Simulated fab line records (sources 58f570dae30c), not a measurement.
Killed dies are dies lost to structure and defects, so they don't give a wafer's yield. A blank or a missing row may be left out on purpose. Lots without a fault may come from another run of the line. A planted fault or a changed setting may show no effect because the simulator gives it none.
Lot-split experiment + flow berkeley_cmos170 + route with 331 steps; 5 lots, 23 wafers read

== ON THE SPLIT ==
At UCB170_START_OXIDATION_02 (target thk 20 nm, ox time 1800 s), the setting temp_c was moved away from the recipe's 950 C on 20 of the 23 wafers read, by -2.5% to +1.7%. All remaining wafers had this setting at the recipe value.

No step appears in the file between the split and the reading.

== THE READING ==
START_OXIDE_THK at UCB170_START_THK_MEAS_03, in nm. A value of 19.9 nm with a standard deviation of 0.33 nm is what fault-free wafers of this fab line usually give.

| wafer  | tool, chamber at the split | temp_c as run, C | against the recipe | START_OXIDE_THK, nm | against lot-mates on the recipe |
|--------|----------------------------|------------------|--------------------|---------------------|---------------------------------|
| L077.1 | furnace-03, 0              | 950              | recipe             | 20.0                | -                               |
| L077.4 | furnace-03, 0              | 950              | recipe             | 20.1                | -                               |
| L077.5 | furnace-03, 0              | 950              | recipe             | 20.1                | -                               |
| L078.2 | -, -                       | 939.1            | -1.1%              | 17.0                | no lot-mate on the recipe       |
| L078.3 | -, -                       | 939.1            | -1.1%              | 17.2                | no lot-mate on the recipe       |
| L078.4 | -, -                       | 939.1            | -1.1%              | 17.0                | no lot-mate on the recipe       |
| L078.5 | -, -                       | 939.1            | -1.1%              | 17.4                | no lot-mate on the recipe       |
| L078.6 | -, -                       | 939.1            | -1.1%              | 17.1                | no lot-mate on the recipe       |
| L080.1 | -, -                       | 960.7            | +1.1%              | 22.2                | no lot-mate on the recipe       |
| L080.2 | -, -                       | 960.7            | +1.1%              | 22.2                | no lot-mate on the recipe       |
| L080.3 | -, -                       | 960.7            | +1.1%              | 22.5                | no lot-mate on the recipe       |
| L080.5 | -, -                       | 960.7            | +1.1%              | 22.1                | no lot-mate on the recipe       |
| L080.6 | -, -                       | 960.7            | +1.1%              | 22.4                | no lot-mate on the recipe       |
| L084.1 | -, -                       | 965.7            | +1.7%              | 23.6                | no lot-mate on the recipe       |
| L084.2 | -, -                       | 965.7            | +1.7%              | 23.8                | no lot-mate on the recipe       |
| L084.3 | -, -                       | 965.7            | +1.7%              | 23.5                | no lot-mate on the recipe       |
| L084.5 | -, -                       | 965.7            | +1.7%              | 23.6                | no lot-mate on the recipe       |
| L084.6 | -, -                       | 965.7            | +1.7%              | 23.9                | no lot-mate on the recipe       |
| L085.1 | -, -                       | 926.6            | -2.5%              | 15.9                | no lot-mate on the recipe       |
| L085.3 | -, -                       | 926.6            | -2.5%              | 15.4                | no lot-mate on the recipe       |
| L085.4 | -, -                       | 926.6            | -2.5%              | 15.7                | no lot-mate on the recipe       |
| L085.5 | -, -                       | 926.6            | -2.5%              | 15.5                | no lot-mate on the recipe       |
| L085.6 | -, -                       | 926.6            | -2.5%              | 15.8                | no lot-mate on the recipe       |

THE FIT
A straight line over all 23 wafers: START_OXIDE_THK changes by +1.99 nm for each +1% of temp_c; r = +0.99; the points scatter about the line by 0.45 nm.
Too few moved wafers with a lot-mate on the recipe to fit a line net of each lot's own level.

== THE WHOLE CHAIN: every reading that the file lists as answering this split, in the file's order ==
| step                      | what it does                     | reading                                                                            | change (the file's fit)              | r (the file's) |
|---------------------------|----------------------------------|------------------------------------------------------------------------------------|--------------------------------------|----------------|
| UCB170_START_OXIDATION_02 | target thk 20 nm, ox time 1800 s | SiO2_of_START_OXIDATION_02.thk_nm (the simulator's own value, which no gauge read) | +1.99 nm for each +1% of the setting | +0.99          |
| UCB170_START_THK_MEAS_03  |                                  | START_OXIDE_THK                                                                    | +2 for each +1% of the setting       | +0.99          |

== THE FILE'S OWN FIT ==
START_OXIDE_THK changes by +2 nm for each +1% of temp_c, r = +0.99.
